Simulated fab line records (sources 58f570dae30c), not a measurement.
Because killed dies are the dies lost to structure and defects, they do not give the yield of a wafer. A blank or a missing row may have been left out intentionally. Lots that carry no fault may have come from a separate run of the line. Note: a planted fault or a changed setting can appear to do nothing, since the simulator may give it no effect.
fab line records	flow berkeley_cmos170
[record] lots = 14	wafers = 42	last_day = 11
route steps=331 shown PWELL@50 SPACER@171 SDANNEAL@205 M2@272
lots that met no fault: from a run of the same line without faults
start_h: start of the lot's first displayed wafer, in hours after the record's first day	wait_h: hours elapsed since this lot's preceding step	" unchanged from the row above	L1.1+2: a row that stands for several wafers	- either no value or no given start	* or withheld: withheld	< > ~ a bound
route shown NAME@n: names a module that has steps shown in the file, with the first one's number in the route	usual: average and standard deviation across the fault-free wafers	same: alike in all rows	chamber/n: place in a boat	sites: per-site readings	_std_site: how widely they spread, as a standard deviation	_edge_site: mean of outer sites minus mean of inner sites	radius_mm: how far each site lies from the wafer's centre	mask NAME#n: copy n	behind: tool/chamber where the wafer was last shaped	hold: cause of the lot's hold/its duration in hours/its outcome	device: transistor that didn't switch, given as n, p or np	end of line: tests of these same wafers at the route's end	step lacking rows: just its recipe	killed: dies that structure and defects cost at the first sort, which is not the same as the wafer's yield	map: the dies of a wafer, with x for killed, . for not killed, _ for no die there
set.NAME: the setting as run; set.NAME@STEP: as run at that earlier step	model.NAME: the simulator's own value behind a step, which no gauge read
steps of the route over a sample of lots; a table a step, a row a wafer
services: the hour from which a tool's chamber was out of use, counted from the record's first day as start_h (under 0 if before that day), plus the number of hours and why
[[steps]]
[step UCB170_PWELL_STRIP_16]
[recipe] chemistry = O2	power_w = 400	pressure_mtorr = 3500	platen_temp_c = withheld	o2_flow_sccm = 400	overash_fraction = 0.5
[usual] drypump_motor_current_A = 5.7/0.4	oes_product_au = 0.721/0.0048	strip_time_to_endpoint_s = 18.05/0.088
lot.wafer	tool	chamber	start_h	wait_h	drypump_motor_current_A	oes_product_au	rf_hours_counter_h	strip_time_to_endpoint_s
L794.1	plasma_asher-04	0	49.99	0.1	5.4	0.719	25	18.15
L794.4	"	1	"	"	5.0	0.725	-	18.18
L794.5	"	1	"	"	5.0	0.724	-	18.18
L796.4	plasma_asher-02	0	59.46	0.1	5.8	0.722	-	18.01
L796.5	"	0	"	"	5.8	0.715	-	17.93
L796.6	"	1	"	"	5.8	0.723	-	18.04
L798.3	plasma_asher-03	1	67.07	0.1	6.3	0.721	-	18.08
L798.4	"	0	"	"	5.6	0.709	-	18.23
L798.5	"	0	"	"	5.6	0.723	-	18.13
L799.1	plasma_asher-02	0	67.17	0.1	5.8	0.729	37	18.16
L799.3	"	0	"	"	5.8	0.723	-	18.05
L799.4	"	1	"	"	5.8	0.721	-	18.07
L801.1	plasma_asher-02	1	81.48	0.1	5.8	0.723	38	18.12
L801.3	"	1	"	"	5.8	0.725	-	18.08
L801.5	"	1	"	"	5.8	0.714	-	18.04
L800.1	plasma_asher-02	1	81.68	0.1	5.8	0.727	38	18.15
L800.4	"	1	"	"	5.8	0.718	-	18.05
L800.6	"	1	"	"	5.8	0.721	-	18.16
L803.1	plasma_asher-02	1	88.38	0.1	5.8	0.716	39	18.08
L803.4	"	0	"	"	5.8	0.728	-	18.16
L803.6	"	1	"	"	5.8	0.724	-	18.08
L802.2	plasma_asher-03	0	88.66	0.1	5.6	0.725	37	17.99
L802.3	"	0	"	"	5.6	0.721	-	17.99
L802.5	"	0	"	"	5.6	0.717	-	18.07
L804.2	plasma_asher-02	1	94.38	0.1	5.8	0.719	40	18.12
L804.3	"	0	"	"	5.8	0.706	-	18.18
L804.6	"	0	"	"	5.8	0.716	-	18.15
L805.1	plasma_asher-04	0	105.42	0.1	5.4	0.724	32	18.07
L805.3	"	1	"	"	5.0	0.731	-	17.93
L805.4	"	0	"	"	5.4	0.717	-	18.07
L807.1	plasma_asher-03	0	111.85	0.1	5.6	0.722	40	18.08
L807.4	"	1	"	"	6.3	0.721	-	18.16
L807.6	"	0	"	"	5.7	0.720	-	18.18
L809.3	plasma_asher-02	1	124.71	0.1	5.8	0.725	-	17.90
L809.4	"	0	"	"	5.8	0.724	-	17.87
L809.6	"	0	"	"	5.8	0.725	-	17.98
L814.2	plasma_asher-04	0	156.56	0.1	5.5	0.721	38	18.17
L814.4	"	1	"	"	5.0	0.719	-	18.13
L814.5	"	1	"	"	5.0	0.725	-	18.04
L817.1	plasma_asher-02	1	173.42	0.1	5.8	0.722	8	17.82
L817.3	"	1	"	"	5.8	0.722	-	17.88
L817.6	"	0	"	"	5.8	0.719	-	17.95
[step UCB170_SPACER_CVD_00]
[recipe] material = SiO2	target_thk_nm = 376	temp_c = 390	precursor = TEOS/O2	time_s = 47	rf_w = 550	pressure_mtorr = 9000
[usual] heater_power_w = 251/48	pressure_mtorr = 8997/17
lot.wafer	tool	chamber	start_h	wait_h	heater_power_w	pressure_mtorr
L794.1	pecvd-04	2	124.26	0.0	313	8957
L794.4	"	1	"	"	224	8998
L794.5	"	0	"	"	219	8966
L796.4	pecvd-01	1	138.32	0.0	238	8990
L796.5	"	2	"	"	356	9011
L796.6	"	0	"	"	257	9007
L798.3	pecvd-02	2	154.47	0.0	274	8986
L798.4	"	2	"	"	283	8984
L798.5	"	1	"	"	183	8978
L799.1	pecvd-04	0	154.47	0.0	192	8986
L799.3	"	1	"	"	278	8988
L799.4	"	2	"	"	265	8958
L800.1	pecvd-04	2	166.13	0.0	302	9013
L800.4	"	1	"	"	278	8986
L800.6	"	0	"	"	158	9014
L801.1	pecvd-02	2	166.41	0.0	218	9002
L801.3	"	1	"	"	249	8999
L801.5	"	0	"	"	181	8992
L803.1	pecvd-02	0	174.93	0.0	196	9011
L803.4	"	1	"	"	254	9007
L803.6	"	2	"	"	207	8954
L802.2	pecvd-01	0	175.72	0.0	289	9007
L802.3	"	1	"	"	208	8992
L802.5	"	1	"	"	221	9002
L804.2	pecvd-04	0	192.25	0.0	178	8994
L804.3	"	1	"	"	199	9011
L804.6	"	2	"	"	226	9035
L805.1	pecvd-01	2	193.70	0.0	323	9041
L805.3	"	1	"	"	252	8957
L805.4	"	1	"	"	260	8985
L807.1	pecvd-02	0	194.46	0.0	216	8995
L807.4	"	2	"	"	204	8990
L807.6	"	0	"	"	221	8980
L809.3	pecvd-04	0	211.87	0.0	198	9000
L809.4	"	2	"	"	228	8995
L809.6	"	0	"	"	204	9019
L814.2	pecvd-01	1	230.61	0.0	269	8981
L814.4	"	2	"	"	324	8987
L814.5	"	0	"	"	230	9004
L817.1	pecvd-02	0	239.14	0.0	215	8998
L817.3	"	1	"	"	238	9008
L817.6	"	1	"	"	249	9012
[step UCB170_SDANNEAL_RTA_01]
[recipe] temp_c = 1050	time_s = 5	ambient = N2
[usual] anneal_temp_c_max = 1054.6/1.2	chamber_o2_ppm = 2.001/0.021	lamp_power_pct = 36/3.1	wafer_temp_C_max = 1054.4/0.84
lot.wafer	tool	chamber	start_h	wait_h	anneal_temp_c_max	chamber_o2_ppm	lamp_power_pct	wafer_temp_C_max
L794.1	rtp_anneal-01	0	134.37	0.1	1053.4	1.996	34	1054.1
L794.4	"	0	"	"	1053.6	1.997	34	1053.6
L794.5	"	0	"	"	1054.7	1.965	34	1053.9
L796.4	rtp_anneal-02	0	150.86	0.1	1056.6	2.031	40	1053.6
L796.5	"	0	"	"	1054.6	1.989	40	1056.5
L796.6	"	0	"	"	1054.9	2.004	40	1054.0
L798.3	rtp_anneal-02	0	164.60	0.1	1056.3	2.017	40	1055.7
L798.4	"	0	"	"	1054.7	1.997	40	1056.6
L798.5	"	0	"	"	1054.4	2.011	40	1054.6
L799.1	rtp_anneal-01	0	164.67	0.1	1053.5	2.006	34	1055.5
L799.3	"	0	"	"	1053.8	1.982	34	1054.6
L799.4	"	0	"	"	1053.6	1.996	34	1054.9
L800.1	rtp_anneal-01	0	175.97	0.1	1053.4	2.007	34	1054.3
L800.4	"	0	"	"	1054.6	2.017	34	1054.8
L800.6	"	0	"	"	1053.8	2.022	34	1054.3
L801.1	rtp_anneal-01	0	176.37	0.1	1054.2	1.953	34	1054.5
L801.3	"	0	"	"	1053.2	2.023	34	1054.8
L801.5	"	0	"	"	1053.2	1.947	34	1054.1
L803.1	rtp_anneal-01	0	188.05	0.1	1054.1	2.017	34	1054.8
L803.4	"	0	"	"	1053.0	2.008	34	1053.5
L803.6	"	0	"	"	1054.1	1.990	34	1055.2
L802.2	rtp_anneal-02	0	188.60	0.1	1056.7	1.993	40	1054.1
L802.3	"	0	"	"	1054.5	1.993	40	1055.0
L802.5	"	0	"	"	1054.8	2.000	40	1053.8
L804.2	rtp_anneal-01	0	205.25	0.1	1053.4	1.998	34	1055.1
L804.3	"	0	"	"	1053.5	2.011	34	1055.7
L804.6	"	0	"	"	1053.6	2.016	34	1054.0
L805.1	rtp_anneal-01	0	205.51	0.1	1054.6	1.973	34	1054.6
L805.3	"	0	"	"	1054.4	2.006	34	1053.7
L805.4	"	0	"	"	1056.1	1.963	34	1054.7
L807.1	rtp_anneal-01	-	205.69	0.1	-	-	-	-
L807.4	"	-	"	"	-	-	-	-
L807.6	"	-	"	"	-	-	-	-
L809.3	rtp_anneal-01	-	219.32	0.1	-	-	-	-
L809.4	"	-	"	"	-	-	-	-
L809.6	"	-	"	"	-	-	-	-
L814.2	rtp_anneal-01	0	240.61	0.1	1053.5	1.982	34	1054.9
L814.4	"	0	"	"	1053.8	2.027	34	1054.0
L814.5	"	0	"	"	1053.0	2.028	34	1056.1
L817.1	rtp_anneal-02	0	249.01	0.1	1056.7	2.004	40	1053.1
L817.3	"	0	"	"	1054.3	2.020	40	1052.9
L817.6	"	0	"	"	1055.0	1.997	40	1053.8
[step UCB170_M2_SPUTTER_01]
[recipe] material = Al	target_thk_nm = 900	time_s = 120	power_w = 6000	chamber_pressure_pa = 0.5
[usual] chamber_pressure_pa = 0.5000/0.00099	throttle_valve_pct = 29.8/0.75
lot.wafer	tool	chamber	start_h	wait_h	chamber_pressure_pa	throttle_valve_pct
L794.1	pvd_sputter-03	-	150.93	0.0	0.5007	29.6
L794.4	"	-	"	"	0.4999	29.7
L794.5	"	-	"	"	0.4992	30.3
L796.4	pvd_sputter-04	-	171.86	0.0	0.5009	30.6
L796.5	"	-	"	"	0.5015	29.7
L796.6	"	-	"	"	0.5003	30.6
L799.1	pvd_sputter-01	-	181.05	0.0	0.5021	30.7
L799.3	"	-	"	"	0.5006	29.7
L799.4	"	-	"	"	0.4994	28.9
L798.3	pvd_sputter-03	-	181.48	0.0	0.5001	29.7
L798.4	"	-	"	"	0.4997	30.1
L798.5	"	-	"	"	0.4997	29.6
L800.1	pvd_sputter-04	-	190.51	0.0	0.5004	28.7
L800.4	"	-	"	"	0.5018	30.3
L800.6	"	-	"	"	0.5000	30.0
L801.1	pvd_sputter-03	-	190.74	0.0	0.4998	29.9
L801.3	"	-	"	"	0.4988	29.8
L801.5	"	-	"	"	0.5005	28.4
L802.2	pvd_sputter-04	-	204.45	0.0	0.5010	29.8
L802.3	"	-	"	"	0.5002	30.3
L802.5	"	-	"	"	0.5000	29.7
L803.1	pvd_sputter-01	-	204.55	0.0	0.4997	28.9
L803.4	"	-	"	"	0.5001	31.1
L803.6	"	-	"	"	0.4997	30.9
L805.1	pvd_sputter-01	-	220.76	0.0	0.5003	28.8
L805.3	"	-	"	"	0.4974	29.8
L805.4	"	-	"	"	0.4995	30.9
L804.2	pvd_sputter-04	-	220.97	0.0	0.5012	28.9
L804.3	"	-	"	"	0.5004	29.9
L804.6	"	-	"	"	0.5005	30.1
L814.2	pvd_sputter-01	-	257.71	0.0	0.5001	30.5
L814.4	"	-	"	"	0.4992	29.6
L814.5	"	-	"	"	0.4980	28.8
L817.1	pvd_sputter-03	-	266.64	0.0	0.4988	30.0
L817.3	"	-	"	"	0.4993	30.4
L817.6	"	-	"	"	0.5020	29.7
[[services]]
tool	chamber	start_h	hours	kind
pecvd-02	-	32.42	14.6	pm
pecvd-02	0	58.42	1.7	repair
plasma_asher-02	-	69.37	3.2	repair
plasma_asher-03	-	79.73	2.9	repair
pvd_sputter-03	-	81.02	1.5	repair
pvd_sputter-04	-	100.90	4.6	repair
plasma_asher-02	-	108.81	9.0	pm
plasma_asher-02	0	108.81	9.0	vent_cycle
plasma_asher-02	1	108.81	9.0	vent_cycle
plasma_asher-02	0	117.81	-	clean
plasma_asher-02	1	117.81	-	clean
pecvd-02	-	135.50	14.0	pm
pecvd-02	-	136.28	4.8	repair
plasma_asher-04	-	150.25	2.8	pm
pecvd-04	-	154.81	2.8	pm
rtp_anneal-01	-	162.81	1.1	pm
plasma_asher-04	-	164.85	29.1	pm
rtp_anneal-02	-	169.73	7.2	pm
pvd_sputter-03	-	185.83	0.5	repair
pecvd-02	1	203.74	13.8	repair
rtp_anneal-01	-	209.44	3.4	pm
plasma_asher-02	-	217.50	15.6	pm
pecvd-02	-	228.85	2.8	pm
pvd_sputter-04	-	252.26	1.8	repair
[[key]]
[first_sign] step = UCB170_SDANNEAL_RTA_01	reading = tool_record	direction = missing
effect none on later readings
met_at UCB170_SDANNEAL_RTA_01
struck_lots L807,L809
later_rows_left_out L807.1,L807.4,L807.6,L809.3,L809.4,L809.6
sort_left_out L807.1,L807.4,L807.6,L809.3,L809.4,L809.6
tester_left_out L807,L809
not_acting_at UCB170_PWELL_STRIP_16,UCB170_SPACER_CVD_00,UCB170_M2_SPUTTER_01
onset_between 205.51 205.69
[fault] kind = skipped_step_whole	tool = rtp_anneal-01	chamber = -	onset_h = 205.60	steps = UCB170_SDANNEAL_RTA_01	scope = struck_lots_only
// tester_left_out: of these lots the tester's yield and bins aren't shown, on N5 and GAA mostly nor the transistor test; their killed dies are dies lost to structure and defects alone, not to doping, threshold or leakage, so they don't give the yield
// sort_left_out: the simulated sort isn't trusted on such a fault, so these wafers' sort isn't shown, and their yield isn't known
// later_rows_left_out: the simulator's readings of these wafers behind a module that went badly wrong aren't trusted and aren't shown, but for the sort
